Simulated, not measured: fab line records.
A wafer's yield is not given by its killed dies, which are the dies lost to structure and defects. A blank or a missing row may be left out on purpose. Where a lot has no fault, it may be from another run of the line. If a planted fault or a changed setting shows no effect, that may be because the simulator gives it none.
The tool behind it: which one? / flow ritCmos / 7 lots, 21 wafers sampled, at 2 steps of a route of 202

WHAT THE GAUGES READ, wafer by wafer
RIT_GATE_THK_MEAS_09.
lot=L290; measured=day 2 20:32; on=filmMetro-04; GATE_POLY_THK (nm)=249.2 249.3 248.3
lot=L292; measured=day 3 09:11; on=filmMetro-03; GATE_POLY_THK (nm)=252.9 251.7 252.5
lot=L294; measured=day 3 23:09; on=filmMetro-03; GATE_POLY_THK (nm)=249.1 248.2 247.4
lot=L296; measured=day 4 05:56; on=filmMetro-01; GATE_POLY_THK (nm)=252.9 251.2 254.7
lot=L298; measured=day 4 18:10; on=filmMetro-01; GATE_POLY_THK (nm)=248.1 246.0 248.5
lot=L301; measured=day 5 05:39; on=filmMetro-01; GATE_POLY_THK (nm)=249.3 248.2 248.5
lot=L303; measured=day 5 14:56; on=filmMetro-01; GATE_POLY_THK (nm)=179.7 179.3 180.5 179.8 179.3 180.4

WHAT TOOL EACH LOT RAN ON (gives the tool, then ch and the chambers of the sampled wafers, and finally the start)
lot=L290; RIT_GATE_CVD_08=lpcvd-01 ch 0, day 2 18:55
lot=L292; RIT_GATE_CVD_08=lpcvd-01 ch 1, day 3 07:33
lot=L294; RIT_GATE_CVD_08=lpcvd-02 ch 0, day 3 21:31
lot=L296; RIT_GATE_CVD_08=lpcvd-01 ch 1, day 4 04:19
lot=L298; RIT_GATE_CVD_08=lpcvd-01 ch 0, day 4 16:32
lot=L301; RIT_GATE_CVD_08=lpcvd-02 ch 0, day 5 04:01
lot=L303; RIT_GATE_CVD_08=lpcvd-02 ch 1, day 5 13:19
- RIT_GATE_CVD_08: deposits poly-Si from SiH4, target thk 250 nm, time 2220 s.

THE ANSWER, worked out from the rows above alone
Rule: usual is defined by the lots themselves. The widest of any qualifying gaps counts: lots, ordered by their means at a reading, are off when they make up no more than a third of the lots, leave a main group of 4 or more, and stand apart from it by 3 or more times the standard deviation of that group's means. Not used: any main group whose means are identical at the precision the tables above print for the reading. Also off: a lot with no number at a reading for which 4 or more lots have one. The other lots that the step has rows for count as sound.
Off: L303, at RIT_GATE_THK_MEAS_09 (GATE_POLY_THK). The main group has a mean of 249.8 nm with a standard deviation of 2.1.
If a tool, at a process step before that reading, ran all the lots that are off and no sound lot after the first of them, it fits. Gauges at RIT_GATE_THK_MEAS_09: tried the same way as those tools. This does not decide it: 2 tools fit, namely lpcvd-02 at RIT_GATE_CVD_08 and filmMetro-01 at RIT_GATE_THK_MEAS_09.

WHAT THE SIMULATOR HAD PUT IN
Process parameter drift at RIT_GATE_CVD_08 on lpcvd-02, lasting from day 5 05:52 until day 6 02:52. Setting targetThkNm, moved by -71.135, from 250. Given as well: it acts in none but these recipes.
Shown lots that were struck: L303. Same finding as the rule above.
